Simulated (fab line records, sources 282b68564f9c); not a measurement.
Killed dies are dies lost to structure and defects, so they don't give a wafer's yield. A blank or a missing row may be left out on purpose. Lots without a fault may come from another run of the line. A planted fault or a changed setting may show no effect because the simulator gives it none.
Chamber matching | flow rit_cmos | RIT_GATE_ETCH_19 on rie_si-02: 4 sister chambers
The step etches poly-Si in SF6/CHF3/O2, stops on SiO2, time 165 s, target depth 312.5 nm. 4 wafers are shown with their chamber, then 7 later ones without.

WAFERS WITH THEIR CHAMBER
wafer  | chamber | drypump_motor_current_A (A)
L382.4 | 3       | 5.3
L382.5 | 0       | 5.2
L384.3 | 2       | 5.5
L390.4 | 1       | 5.6

WAFERS WITHOUT THEIR CHAMBER
wafer  | drypump_motor_current_A (A)
L390.5 | 5.6
L395.4 | 5.4
L395.5 | 5.2
L395.6 | 5.3
L396.2 | 5.4
L396.3 | 5.2
L396.4 | 5.6

WHICH CHAMBER EACH WENT THROUGH
wafer  | from the rows above               | in truth
L390.5 | can't be placed: 1 or 2           | 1
L395.4 | can't be placed: 2 or 3 or 1 or 0 | 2
L395.5 | can't be placed: 0 or 3           | 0
L395.6 | can't be placed: 3 or 0           | 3
L396.2 | can't be placed: 2 or 3 or 1 or 0 | 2
L396.3 | can't be placed: 0 or 3           | 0
L396.4 | can't be placed: 1 or 2           | 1
Placed correctly: 0 of 7. Can't be placed from these rows: 7 (the true chamber is among the candidates in 7). Placed wrongly: 0.
How it was worked out, from the rows above alone: a wafer's distance from a chamber is the root of the sum, over the readings, of the square of ((its reading less the chamber's mean) divided by the reading's scatter). The wafer belongs to the nearest chamber; if the next one is less than 2 further off, it can't be placed. A chamber's mean is the mean of its shown wafers. The scatter: with one shown wafer a chamber, the root of the mean of the squares of how far each hidden wafer lies from its nearest shown one.
